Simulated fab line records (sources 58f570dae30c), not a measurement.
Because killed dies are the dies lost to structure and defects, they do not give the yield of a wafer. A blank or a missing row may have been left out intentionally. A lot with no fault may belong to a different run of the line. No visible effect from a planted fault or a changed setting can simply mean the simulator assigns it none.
Which tool was responsible? -- flow berkeleyCmos170 -- at 1 step of a route of 331, 7 lots with 21 wafers sampled

== WHAT THE GAUGES READ, wafer by wafer ==
UCB170_START_THK_MEAS_03.
lot,measured,on,START_OXIDE_THK (nm)
L198,day 2 01:55,filmMetro-03,19.7 20.2 20.0
L201,day 2 13:04,filmMetro-03,20.2 20.0 19.9
L202,day 2 21:23,filmMetro-02,20.5 20.5 20.4
L206,day 3 18:25,filmMetro-02,20.3 20.3 20.6
L208,day 4 03:02,filmMetro-02,19.8 20.3 20.1
L213,day 5 07:02,filmMetro-04,20.0 19.7 20.0
L219,day 6 08:34,filmMetro-03,20.6 20.9 20.8

== EACH LOT AND THE TOOL THAT RAN IT (in order: tool; ch and the chambers of the sampled wafers; start) ==
No process step before these readings appears in the record.

== THE ANSWER, worked out from the rows above alone ==
Rule: the usual values come from the lots themselves. The widest of any qualifying gaps counts: lots, ordered by their means at a reading, are off when they make up no more than a third of the lots, leave a main group of 4 or more, and stand apart from it by 3 or more times the standard deviation of that group's means. The tables above print the reading to a certain number of digits; a main group whose means all agree to those digits is not used. A lot without any number at a reading at which 4 lots or more have one is off too. All remaining lots with rows at the step are treated as sound.
No lot is off at any reading shown: from this, nothing can be told.

== WHAT WAS PUT IN BY THE SIMULATOR ==
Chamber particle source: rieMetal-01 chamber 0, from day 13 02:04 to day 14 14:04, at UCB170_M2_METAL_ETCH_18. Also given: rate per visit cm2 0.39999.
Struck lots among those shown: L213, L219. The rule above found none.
